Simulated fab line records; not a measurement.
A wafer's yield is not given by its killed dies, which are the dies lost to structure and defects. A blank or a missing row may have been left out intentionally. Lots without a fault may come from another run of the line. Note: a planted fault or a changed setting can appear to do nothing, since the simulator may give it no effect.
Which tool did it?    flow berkeley-cmos170    13 lots, 39 wafers sampled, at 3 steps of a route of 331

== WHAT THE GAUGES SHOWED, per wafer ==
UCB170_PSD_TW_MEAS_10. Usual: PSD_TW 2312, standard deviation 25.
lot   measured      on             PSD_TW          flag
L800  day 8 03:38   film-metro-02  2307 2297 2302  
L798  day 8 02:55   film-metro-04  2314 2318 2310  
L799  day 8 03:55   film-metro-01  2341 2347 2344  
L803  day 8 08:48   film-metro-02  2297 2291 2302  
L804  day 9 02:53   film-metro-02  2280 2293 2291  
L806  day 9 03:10   film-metro-02  2303 2279 2297  
L805  day 9 03:07   film-metro-01  2345 2343 2339  
L809  day 9 19:14   film-metro-01  2332 2329 2350  
L808  day 10 00:17  film-metro-04  2329 2351 2341  
L811  day 10 11:40  film-metro-01  30 30 30        OFF
L819  day 12 01:38  film-metro-02  2289 2279 2279  
L820  day 12 01:57  film-metro-04  2350 2335 2339  
L821  day 12 07:16  film-metro-01  2357 2345 2355  

== WHICH TOOL RAN EACH LOT (tool, then ch and the chambers of the sampled wafers, then the start) ==
lot   UCB170_NLDD_STRIP_10                  UCB170_PSD_STRIP_09
L800  plasma-asher-04 ch 0,1, day 7 12:49   plasma-asher-03 ch 0,1, day 8 03:31
L798  plasma-asher-04 ch 0,1, day 7 13:32   plasma-asher-02 ch 0,1, day 8 02:50
L799  plasma-asher-01 ch 0, day 7 14:23     plasma-asher-03 ch 0,1, day 8 03:49
L803  plasma-asher-03 ch 0,1, day 8 01:10   plasma-asher-01 ch 0,1, day 8 08:42
L804  plasma-asher-01 ch 0, day 8 17:23     plasma-asher-03 ch 0,1, day 9 02:47
L806  plasma-asher-01 ch 0,1, day 8 18:06   plasma-asher-03 ch 0,1, day 9 03:04
L805  plasma-asher-01 ch 0,1, day 8 18:22   plasma-asher-01 ch 0,1, day 9 03:00
L809  plasma-asher-04 ch 0,1, day 9 10:55   plasma-asher-01 ch 0,1, day 9 19:08
L808  plasma-asher-04 ch 0,1, day 9 12:34   plasma-asher-03 ch 0,1, day 10 00:10
L811  plasma-asher-04 ch 0,1, day 10 03:02  plasma-asher-01 ch 0,1, day 10 11:34
L819  plasma-asher-01 ch 0,1, day 11 18:31  plasma-asher-02 ch 0,1, day 12 01:32
L820  plasma-asher-01 ch 0,1, day 11 19:22  plasma-asher-03 ch 0,1, day 12 01:50
L821  plasma-asher-01 ch 0,1, day 12 00:33  plasma-asher-02 ch 0,1, day 12 07:10
- UCB170_NLDD_STRIP_10: strips in O2.
- UCB170_PSD_STRIP_09: strips in O2.

== WHAT THE TOOLS THEMSELVES READ (means of the sampled wafers that have a number; where no wafer has one, the mark that the record gives instead) ==
UCB170_NLDD_STRIP_10. Usual: drypump-motor-current-A 5.7 A, standard deviation 0.67; oes-product-au 0.734 a.u., standard deviation 0.0045; strip-time-to-endpoint-s 21.58 s, standard deviation 0.053.
lot   tool             drypump-motor-current-A (A)  oes-product-au (a.u.)  strip-time-to-endpoint-s (s)  flag
L800  plasma-asher-04  5.6                          0.730                  21.61                         
L798  plasma-asher-04  5.6                          0.733                  21.62                         
L799  plasma-asher-01  6.6                          0.733                  21.60                         
L803  plasma-asher-03  5.6                          0.735                  21.62                         
L804  plasma-asher-01  6.6                          0.731                  21.65                         
L806  plasma-asher-01  5.8                          0.735                  21.63                         
L805  plasma-asher-01  5.9                          0.733                  21.62                         
L809  plasma-asher-04  5.6                          0.734                  21.60                         
L808  plasma-asher-04  5.1                          0.737                  21.61                         
L811  plasma-asher-04  5.2                          0.979                  -                             OFF
L819  plasma-asher-01  5.9                          0.735                  21.60                         
L820  plasma-asher-01  6.2                          0.733                  21.47                         
L821  plasma-asher-01  5.9                          0.731                  21.51                         

UCB170_PSD_STRIP_09. Usual: drypump-motor-current-A 5.6 A, standard deviation 0.56; oes-product-au 0.600 a.u., standard deviation 0.0042; strip-time-to-endpoint-s 29.35 s, standard deviation 0.074.
lot   tool             drypump-motor-current-A (A)  oes-product-au (a.u.)  strip-time-to-endpoint-s (s)  flag
L800  plasma-asher-03  5.2                          0.598                  29.35                         
L798  plasma-asher-02  5.4                          0.603                  29.22                         
L799  plasma-asher-03  5.6                          0.599                  29.25                         
L803  plasma-asher-01  5.9                          0.601                  29.35                         
L804  plasma-asher-03  5.2                          0.600                  29.41                         
L806  plasma-asher-03  5.2                          0.597                  29.50                         
L805  plasma-asher-01  6.2                          0.600                  29.42                         
L809  plasma-asher-01  5.8                          0.599                  29.34                         
L808  plasma-asher-03  5.2                          0.600                  29.30                         
L811  plasma-asher-01  5.9                          0.632                  38.14                         OFF
L819  plasma-asher-02  5.7                          0.598                  29.34                         
L820  plasma-asher-03  5.2                          0.599                  29.34                         
L821  plasma-asher-02  5.7                          0.598                  29.39                         

== THE ANSWER, worked out from the rows above alone ==
Rule: a lot is off if the mean of its wafers that have a number lies more than 3 standard deviations from the usual mean. Also off: a lot with no number at a reading for which 4 or more lots have one. All remaining lots with rows at the step are treated as sound. After the gauges, taken in route order, come the tools' own readings; for these a lot's mean is taken, as printed above. The first step at which some lot is off is used, and at that step the reading that is off furthest; a lot without a number counts as furthest.
Off: at UCB170_PSD_TW_MEAS_10 (PSD_TW), L811.
A tool fits if, at a process step before that reading, it ran every lot that is off, and no sound lot after the first of them. Not tried: the gauges at UCB170_PSD_TW_MEAS_10; whatever is off there is also off at UCB170_NLDD_STRIP_10, on other tools, and gauge error can't account for it. 2 tools fit, plasma-asher-04 at UCB170_NLDD_STRIP_10 and plasma-asher-01 at UCB170_PSD_STRIP_09, so this cannot tell which one it is.

== WHAT THE SIMULATOR HAD PUT IN ==
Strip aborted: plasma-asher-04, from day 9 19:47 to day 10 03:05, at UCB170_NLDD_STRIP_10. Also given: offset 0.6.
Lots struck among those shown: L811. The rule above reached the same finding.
